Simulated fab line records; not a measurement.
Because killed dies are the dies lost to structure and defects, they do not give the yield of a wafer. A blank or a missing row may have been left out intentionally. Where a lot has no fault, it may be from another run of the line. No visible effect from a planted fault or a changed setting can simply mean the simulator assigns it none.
fab line records	flow berkeley_cmos170
record lots=6	wafers=18	last_day=11
route steps=331 shown PWELL@46 WELLDRIVE@55
lots with no fault: from the same line, run without faults
start_h: hours from the record's first day to the start of the lot's first wafer shown	wait_h: time in hours since the lot's previous step	" as in the row above	L1.1+2: one row covering several wafers at once	- either no value or no given start	* or withheld: withheld	< > ~ a bound
route shown NAME@n: names a module that has steps shown in the file, with the first one's number in the route	usual: mean/standard deviation of fault-free wafers	same: alike in all rows	chamber/n: place in a boat	sites: the reading at each site	_std_site: the values' standard deviation	_edge_site: outer sites' mean less inner sites'	radius_mm: for every site, how far away it sits from the centre of the wafer	mask NAME#n: copy n	behind: the last tool/chamber to shape the wafer	hold: what put the lot on hold/how long, in hours/how the hold closed	device: which transistor (n, p or np) failed to switch	end of line: the route-end tests of the same wafers	a step with no rows: only its recipe	killed: count of dies lost to structure and defects at first sort (not the wafer's yield)	map: shows each die of a wafer: x if killed, . if not, _ if none is there
set.NAME: the setting the step ran with; set.NAME@STEP: the setting that earlier step ran with	model.NAME: the simulator's own value behind a step, which no gauge read
a table for each step, a row for each wafer; lots at some steps of the route
services: the hour from which a tool's chamber was out of use, counted from the record's first day as start_h (under 0 if before that day), plus the number of hours and why
## steps
# step UCB170_PWELL_DEVELOP_12
# recipe developer=TMAH	develop_time_s=45	resist=KrF	dev_temp_c=21
# step UCB170_PWELL_OVL_MEAS_13
# usual PWELL_OVL=0/5.1
lot.wafer	tool	chamber	start_h	wait_h	PWELL_OVL[nm]
L376.2	overlay-02	-	69.60	-	1
L376.5	"	-	"	"	10
L376.6	"	-	"	"	5
L379.2	overlay-02	-	86.41	-	-2
L379.5	"	-	"	"	0
L379.6	"	-	"	"	-3
L382.1	overlay-01	-	101.36	-	4
L382.3	"	-	"	"	5
L382.4	"	-	"	"	9
L385.1	overlay-02	-	105.89	-	6
L385.2	"	-	"	"	6
L385.4	"	-	"	"	3
L384.1	overlay-01	-	106.71	-	1
L384.3	"	-	"	"	-4
L384.6	"	-	"	"	-6
L395.2	overlay-01	-	159.25	-	-2
L395.4	"	-	"	"	-6
L395.6	"	-	"	"	-5
# step UCB170_PWELL_ETCH_14
# recipe chemistry=CH3F/Ar/O2	target=Si3N4	stop_on=SiO2	CH3F_flow_sccm=20	Ar_flow_sccm=50	O2_flow_sccm=7	pressure_mtorr=50	rf_w=450	target_depth_a=2420	over_etch_frac=0.1	time_s=151
# usual drypump_motor_current_A=5.8/0.47	oes_product_au=0.936/0.014	throttle_valve_pct=8.04/0.11
lot.wafer	tool	chamber	start_h	wait_h	drypump_motor_current_A	oes_product_au	rf_hours_counter_h	throttle_valve_pct
L376.2	rie_diel-04	2	69.63	0.0	5.3	0.931	154	7.92
L376.5	"	2	"	"	5.3	0.935	-	7.92
L376.6	"	1	"	"	5.9	0.940	-	8.03
L379.2	rie_diel-03	2	86.44	0.0	5.3	0.902	4	8.21
L379.5	"	1	"	"	5.3	0.911	-	8.01
L379.6	"	0	"	"	5.5	0.933	-	8.13
L382.1	rie_diel-04	0	101.39	0.0	5.7	0.925	90	8.19
L382.3	"	2	"	"	5.3	0.924	155	7.91
L382.4	"	3	"	"	6.5	0.956	28	8.00
L385.1	rie_diel-04	1	105.92	0.0	5.9	0.931	39	8.03
L385.2	"	3	"	"	6.5	0.952	28	7.99
L385.4	"	0	"	"	5.7	0.922	90	8.22
L384.1	rie_diel-03	0	106.75	0.0	5.5	0.946	98	8.13
L384.3	"	1	"	"	5.3	0.919	2	8.03
L384.6	"	3	"	"	6.6	0.957	-	7.93
L395.2	rie_diel-03	2	159.28	0.0	5.3	0.930	9	8.21
L395.4	"	1	"	"	5.3	0.932	5	8.00
L395.6	"	0	"	"	5.6	0.941	-	8.15
# step UCB170_PWELL_IMPLANT_15
# recipe species=B	dose_cm2=5e+12	energy_kev=60	tilt_deg=7
# step UCB170_PWELL_STRIP_16
# recipe chemistry=O2	power_w=400	pressure_mtorr=3500	platen_temp_c=withheld	o2_flow_sccm=400	overash_fraction=0.5
# usual drypump_motor_current_A=6.0/0.56	oes_product_au=0.721/0.0046	strip_time_to_endpoint_s=18.13/0.086
lot.wafer	tool	chamber	start_h	wait_h	drypump_motor_current_A	oes_product_au	rf_hours_counter_h	strip_time_to_endpoint_s
L376.2	plasma_asher-02	1	69.88	0.1	5.9	0.729	36	18.08
L376.5	"	0	"	"	6.2	0.721	-	17.96
L376.6	"	1	"	"	5.9	0.726	-	18.01
L379.2	plasma_asher-04	0	86.69	0.1	5.4	0.723	37	18.07
L379.5	"	0	"	"	5.4	0.720	-	18.01
L379.6	"	1	"	"	6.5	0.716	-	18.04
L382.1	plasma_asher-02	1	101.64	0.1	5.9	0.716	39	18.25
L382.3	"	0	"	"	6.2	0.717	-	18.19
L382.4	"	1	"	"	5.9	0.720	-	18.29
L385.1	plasma_asher-01	1	106.17	0.1	6.8	0.721	40	18.19
L385.2	"	0	"	"	5.4	0.719	40	18.33
L385.4	"	0	"	"	5.4	0.718	-	18.18
L384.1	plasma_asher-04	0	107.00	0.1	5.5	0.719	39	18.14
L384.3	"	1	"	"	6.5	0.724	-	18.10
L384.6	"	0	"	"	5.4	0.729	-	18.07
L395.2	plasma_asher-04	1	159.53	0.1	6.5	0.725	4	18.08
L395.4	"	1	"	"	6.5	0.721	-	18.20
L395.6	"	1	"	"	6.5	0.723	-	18.14
# step UCB170_PWELL_TW_MEAS_17
# usual PWELL_TW=377/4.4
lot.wafer	tool	chamber	start_h	wait_h	PWELL_TW
L376.2	film_metro-01	-	69.99	0.1	380
L376.5	"	-	"	"	380
L376.6	"	-	"	"	378
L379.2	film_metro-03	-	86.80	0.1	385
L379.5	"	-	"	"	383
L379.6	"	-	"	"	384
L382.1	film_metro-03	-	101.74	0.1	381
L382.3	"	-	"	"	381
L382.4	"	-	"	"	381
L385.1	film_metro-04	-	106.27	0.1	373
L385.2	"	-	"	"	373
L385.4	"	-	"	"	372
L384.1	film_metro-04	-	107.10	0.1	371
L384.3	"	-	"	"	373
L384.6	"	-	"	"	371
L395.2	film_metro-04	-	159.64	0.1	371
L395.4	"	-	"	"	371
L395.6	"	-	"	"	370
# step UCB170_PWELL_CLEAN_18
# recipe chemistry=SPM	temp_c=120	time_s=600
# step UCB170_PWELL_WET_ETCH_19
# recipe chemistry=H3PO4	target=Si3N4	temp_c=160	time_s=14400
# step UCB170_PWELL_WET_ETCH_20
# recipe chemistry=BOE	dilution=5:1	target=SiO2	temp_c=25	time_s=22
# step UCB170_WELLDRIVE_CLEAN_00
# recipe chemistry=SPM	temp_c=120	time_s=600
# step UCB170_WELLDRIVE_OXIDATION_01
# recipe temp_c=1100	ambient=O2	target_thk_a=1990	ox_time_s=9000
# step UCB170_WELLDRIVE_THK_MEAS_02
# recipe reads=SiO2_of_WELLDRIVE_OXIDATION_01
# usual WELLDRIVE_OXIDE_THK=200/3.7
lot.wafer	tool	chamber	start_h	wait_h	WELLDRIVE_OXIDE_THK[nm]
L376.2	film_metro-02	-	80.40	0.0	204
L376.5	"	-	"	"	205
L376.6	"	-	"	"	203
L379.2	film_metro-04	-	97.93	0.0	193
L379.5	"	-	"	"	196
L379.6	"	-	"	"	195
L382.1	film_metro-02	-	117.44	0.0	202
L382.3	"	-	"	"	201
L382.4	"	-	"	"	201
L385.1	film_metro-04	-	117.44	0.0	197
L385.2	"	-	"	"	199
L385.4	"	-	"	"	201
L384.1	film_metro-01	-	120.94	0.0	196
L384.3	"	-	"	"	194
L384.6	"	-	"	"	195
L395.2	film_metro-02	-	171.37	0.0	202
L395.4	"	-	"	"	204
L395.6	"	-	"	"	204
# step UCB170_WELLDRIVE_ANNEAL_03
# recipe temp_c=1100	time_s=900	ambient=N2
# usual spike_tc_centre_C=1101.7/0.94	spike_tc_load_C=1128.8/1.5
lot.wafer	tool	chamber	start_h	wait_h	spike_tc_centre_C	spike_tc_load_C
L376.2	furnace-03	0	84.49	4.1	1102.6	1127.0
L376.5	"	0	"	"	1102.2	1127.0
L376.6	"	0	"	"	1101.7	1128.0
L379.2	furnace-03	0	99.26	1.3	1102.6	1126.7
L379.5	"	0	"	"	1101.0	1125.3
L379.6	"	0	"	"	1100.5	1129.2
L382.1	furnace-03	-	121.21	3.8	-	-
L382.3	"	-	"	"	-	-
L382.4	"	-	"	"	-	-
L384.1	furnace-03	-	121.21	0.3	-	-
L384.3	"	-	"	"	-	-
L384.6	"	-	"	"	-	-
L385.1	furnace-03	0	121.21	3.8	1101.1	1127.8
L385.2	"	0	"	"	1102.6	1128.4
L385.4	"	0	"	"	1102.8	1127.7
L395.2	furnace-03	0	173.86	2.5	1101.2	1128.3
L395.4	"	0	"	"	1101.7	1126.5
L395.6	"	0	"	"	1099.7	1128.6
# step UCB170_WELLDRIVE_WET_ETCH_04
# recipe chemistry=BOE	dilution=5:1	target=SiO2	temp_c=25	time_s=120
## services
tool	chamber	start_h	hours	kind
rie_diel-03	1	46.30	-	clean
rie_diel-03	1	46.30	15.4	scheduled_down
rie_diel-03	1	46.30	15.4	vent_cycle
plasma_asher-01	-	48.20	0.6	repair
plasma_asher-04	-	55.84	4.3	pm
rie_diel-04	1	74.80	2.7	repair
rie_diel-04	2	91.93	2.9	repair
plasma_asher-04	-	108.75	9.0	pm
plasma_asher-04	0	108.75	9.0	vent_cycle
plasma_asher-04	1	108.75	9.0	vent_cycle
plasma_asher-04	0	117.75	-	clean
plasma_asher-04	1	117.75	-	clean
rie_diel-04	3	121.91	8.7	repair
rie_diel-04	2	138.81	-	clean
rie_diel-04	2	138.81	16.3	scheduled_down
rie_diel-04	2	138.81	16.3	vent_cycle
rie_diel-04	-	157.39	0.2	repair
rie_diel-04	-	157.63	11.1	repair
rie_diel-03	2	172.94	6.4	repair
## key
first_sign step=UCB170_WELLDRIVE_ANNEAL_03	reading=tool_record	direction=missing
effect none on later readings
met_at UCB170_WELLDRIVE_ANNEAL_03
struck_wafers L382.1,L382.3,L382.4,L384.1,L384.3,L384.6
later_rows_left_out L382.1,L382.3,L382.4,L384.1,L384.3,L384.6
sort_left_out L382.1,L382.3,L382.4,L384.1,L384.3,L384.6
tester_left_out L382,L384
onset_between 99.26 121.21
fault kind=skipped_step_whole	tool=furnace-03	chamber=-	onset_h=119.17	steps=UCB170_WELLDRIVE_ANNEAL_03	scope=struck_lots_only
# tester_left_out: of these lots the tester's yield and bins aren't shown, on N5 and GAA mostly nor the transistor test; their killed dies are dies lost to structure and defects alone, not to doping, threshold or leakage, so they don't give the yield
# sort_left_out: the simulated sort isn't trusted on such a fault, so these wafers' sort isn't shown, and their yield isn't known
# later_rows_left_out: the simulator's readings of these wafers behind a module that went badly wrong aren't trusted and aren't shown, but for the sort
